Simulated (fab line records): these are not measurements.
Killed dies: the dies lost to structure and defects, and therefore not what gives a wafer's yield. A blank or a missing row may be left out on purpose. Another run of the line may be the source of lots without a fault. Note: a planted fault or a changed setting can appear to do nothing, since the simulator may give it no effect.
Which of the tools did it? -- flow berkeley_cmos170 -- 14 lots, 42 wafers sampled, at 4 steps of a route of 331

== WHAT EACH GAUGE READ, for each wafer ==
UCB170_CONTACT_CD_MEAS_90: target cd 700 nm. Usual: 699.7 nm for cd_nm, sd 1.7.
lot,measured,on,cd_nm (nm),flag
L228,day 8 07:52,cd_sem-02,696.7 700.4 698.1,
L227,day 8 08:25,cd_sem-02,697.3 698.3 699.0,
L231,day 9 12:14,cd_sem-01,699.5 698.7 701.5,
L229,day 9 12:30,cd_sem-01,694.2 696.9 695.7,
L233,day 9 12:10,cd_sem-02,696.9 699.9 702.1,
L230,day 9 12:26,cd_sem-02,702.1 702.7 702.5,
L236,day 9 12:43,cd_sem-01,698.9 698.7 699.0,
L235,day 9 12:46,cd_sem-02,698.2 696.6 699.1,
L232,day 9 12:32,cd_sem-02,698.1 700.3 699.8,
L238,day 10 03:29,cd_sem-02,701.0 701.3 701.4,
L237,day 10 03:29,cd_sem-01,700.6 701.2 699.3,
L239,day 10 16:34,cd_sem-02,700.3 701.1 700.7,
L242,day 11 03:20,cd_sem-02,701.1 700.2 701.1,
L247,day 12 07:37,cd_sem-01,698.5 698.0 698.9,

UCB170_M1_OVL_MEAS_10. Usual: M1_OVL 2 nm, standard deviation 4.2.
lot,measured,on,M1_OVL (nm),flag
L228,day 8 10:02,overlay-01,7 4 4,
L227,day 8 11:28,overlay-01,-9 -4 -3,
L231,day 9 14:48,overlay-01,-3 -3 2,
L229,day 9 15:03,overlay-01,-4 -5 3,
L233,day 9 14:46,overlay-02,6 8 5,
L230,day 9 14:59,overlay-02,9 6 5,
L236,day 9 15:20,overlay-01,10 6 9,
L235,day 9 15:32,overlay-02,2 -2 3,
L232,day 9 15:06,overlay-02,2 8 1,
L238,day 10 06:24,overlay-01,0 10 4,
L237,day 10 06:40,overlay-02,2 -2 6,
L239,day 10 19:21,overlay-02,4 13 11,
L242,day 11 04:49,overlay-01,7 -2 5,
L247,day 12 09:29,overlay-02,0 -6 2,

== TOOL THAT RAN EACH LOT (tool first, then ch and the chambers of the sampled wafers, then the start) ==
lot,UCB170_SDANNEAL_RTA_01,UCB170_M1_SOFTBAKE_05
L228,"rtp_anneal-02 ch 0, day 8 02:45","litho_track-02 ch 0, day 8 08:00"
L227,"rtp_anneal-02 ch 0, day 8 02:53","litho_track-02 ch 0, day 8 09:00"
L231,"rtp_anneal-01 ch 0, day 9 04:20","litho_track-01 ch 0, day 9 13:00"
L229,"rtp_anneal-02 ch 0, day 9 04:23","litho_track-01 ch 0, day 9 13:00"
L233,"rtp_anneal-02 ch 0, day 9 04:41","litho_track-02 ch 0, day 9 13:00"
L230,"rtp_anneal-01 ch 0, day 9 04:45","litho_track-02 ch 0, day 9 13:00"
L236,"rtp_anneal-01 ch 0, day 9 05:11","litho_track-01 ch 0, day 9 14:00"
L235,"rtp_anneal-02 ch 0, day 9 05:11","litho_track-02 ch 0, day 9 14:00"
L232,"rtp_anneal-02 ch 0, day 9 05:35","litho_track-04 ch 0, day 9 13:00"
L238,"rtp_anneal-01 ch 0, day 9 17:34","litho_track-04 ch 0, day 10 04:00"
L237,"rtp_anneal-02 ch 0, day 9 17:59","litho_track-01 ch 0, day 10 05:00"
L239,"rtp_anneal-01 ch 0, day 10 10:31","litho_track-04 ch 0, day 10 17:00"
L242,"rtp_anneal-02 ch 0, day 10 20:52","litho_track-01 ch 0, day 11 04:00"
L247,"rtp_anneal-02 ch 0, day 12 01:08","litho_track-04 ch 0, day 12 08:00"
- UCB170_SDANNEAL_RTA_01: time 5 s.
- UCB170_M1_SOFTBAKE_05: time 60 s.

== WHAT THE TOOLS THEMSELVES READ (means of the sampled wafers that have a number; where no wafer has one, the mark that the record gives instead) ==
UCB170_SDANNEAL_RTA_01. Usual: lamp_power_pct 36.2 %, standard deviation 0.76; wafer_temp_C_max 1054.4, standard deviation 1.7.
lot,tool,lamp_power_pct (%),wafer_temp_C_max,flag
L228,rtp_anneal-02,35.6,1056.1,
L227,rtp_anneal-02,35.7,1056.5,
L231,rtp_anneal-01,37.2,1052.3,
L229,rtp_anneal-02,35.6,1055.4,
L233,rtp_anneal-02,35.6,1055.9,
L230,rtp_anneal-01,37.2,1052.9,
L236,rtp_anneal-01,37.2,1053.2,
L235,rtp_anneal-02,35.6,1054.9,
L232,rtp_anneal-02,35.6,1054.6,
L238,rtp_anneal-01,37.2,1053.5,
L237,rtp_anneal-02,35.7,1055.7,
L239,rtp_anneal-01,37.2,1052.3,
L242,rtp_anneal-02,35.6,1054.6,
L247,rtp_anneal-02,35.6,1056.3,

UCB170_M1_SOFTBAKE_05. Usual: chill_plate_temp_C 22.98 C, standard deviation 0.11; run_length_s 89.17 s, standard deviation 0.14.
lot,tool,chill_plate_temp_C (C),run_length_s (s),flag
L228,litho_track-02,23.07,89.36,
L227,litho_track-02,22.91,89.40,
L231,litho_track-01,22.89,89.04,
L229,litho_track-01,23.02,89.11,
L233,litho_track-02,23.01,89.33,
L230,litho_track-02,22.91,89.26,
L236,litho_track-01,22.93,89.11,
L235,litho_track-02,23.13,89.31,
L232,litho_track-04,23.05,89.17,
L238,litho_track-04,23.14,89.15,
L237,litho_track-01,23.00,100.38,OFF
L239,litho_track-04,22.82,89.08,
L242,litho_track-01,22.96,100.31,OFF
L247,litho_track-04,22.93,89.16,

== THE ANSWER, worked out from the rows above alone ==
Rule: take the mean of a lot's wafers that have a number; if it is more than 3 standard deviations from the usual mean, the lot is off. A lot without any number at a reading at which 4 lots or more have one is off too. The other lots that the step has rows for count as sound. Order of review: gauges by route order, followed by the tools' own readings, for which a lot's mean as printed above is used. At the first step where some lot is off, the reading lying furthest off is the one used; lots without a number count as furthest.
Off: L237, L242 (UCB170_M1_SOFTBAKE_05, run_length_s).
If a tool, at that step or one of the process steps before it, ran each lot that is off and ran no sound lot following the first of them, it fits. One fits: UCB170_M1_SOFTBAKE_05 on litho_track-01. Its last sound lot is L236 (day 9 14:00), its first lot that is off L237 (day 10 05:00): a fault that began between those two fits.
On the lots that are off, the tool's own readings at UCB170_M1_SOFTBAKE_05 differ by more than 5 times the standard deviation of the sound lots' means, which bears it out; run_length_s reads 100.34 s there versus 89.21 s on the sound lots.

== WHAT WAS PUT IN BY THE SIMULATOR ==
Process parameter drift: litho_track-01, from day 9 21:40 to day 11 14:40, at UCB170_M1_SOFTBAKE_05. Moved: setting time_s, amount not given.
Shown lots that were struck: L237, L242. The rule above reached the same finding.
